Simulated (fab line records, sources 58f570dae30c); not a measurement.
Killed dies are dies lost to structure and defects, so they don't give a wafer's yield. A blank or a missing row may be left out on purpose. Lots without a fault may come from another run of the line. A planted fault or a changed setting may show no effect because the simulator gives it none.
Which tool did it? | flow berkeley_cmos170 | 7 lots, 21 wafers sampled, at 2 steps of a route of 331

WHAT THE GAUGES READ, wafer by wafer
UCB170_PVT_TW_MEAS_09.
lot  | measured     | on            | PVT_TW
L935 | day 5 15:53  | film_metro-02 | 510 511 514
L939 | day 6 23:37  | film_metro-02 | 516 517 519
L943 | day 7 12:49  | film_metro-02 | 514 515 516
L948 | day 8 10:04  | film_metro-04 | 511 508 505
L951 | day 9 05:10  | film_metro-03 | 514 518 516
L957 | day 9 23:47  | film_metro-03 | 516 518 516
L958 | day 10 05:17 | film_metro-02 | 508 512 508

WHICH TOOL RAN EACH LOT (tool, then ch and the chambers of the sampled wafers, then the start)
lot  | UCB170_PVT_IMPLANT_07
L935 | implanter-01 ch 0, day 5 15:40
L939 | implanter-01 ch 0, day 6 23:22
L943 | implanter-01 ch 0, day 7 12:35
L948 | implanter-01 ch 0, day 8 09:49
L951 | implanter-03 ch 0, day 9 04:56
L957 | implanter-04 ch 0, day 9 23:32
L958 | implanter-03 ch 0, day 10 05:04
- UCB170_PVT_IMPLANT_07

THE ANSWER, worked out from the rows above alone
Rule: what is usual is taken from the lots themselves. Put in order of their means at a reading, lots are off if they are a third of the lots or fewer, leave a main group of 4 or more, and stand apart from it by a gap of 3 or more times the standard deviation of the main group's means; of several such gaps the widest counts. A main group whose means are all the same, to the digits that the tables above print for the reading, isn't used. A lot without any number at a reading at which 4 lots or more have one is off too. The other lots that the step has rows for count as sound.
No lot is off at any reading shown: from this, nothing can be told.

WHAT THE SIMULATOR HAD PUT IN
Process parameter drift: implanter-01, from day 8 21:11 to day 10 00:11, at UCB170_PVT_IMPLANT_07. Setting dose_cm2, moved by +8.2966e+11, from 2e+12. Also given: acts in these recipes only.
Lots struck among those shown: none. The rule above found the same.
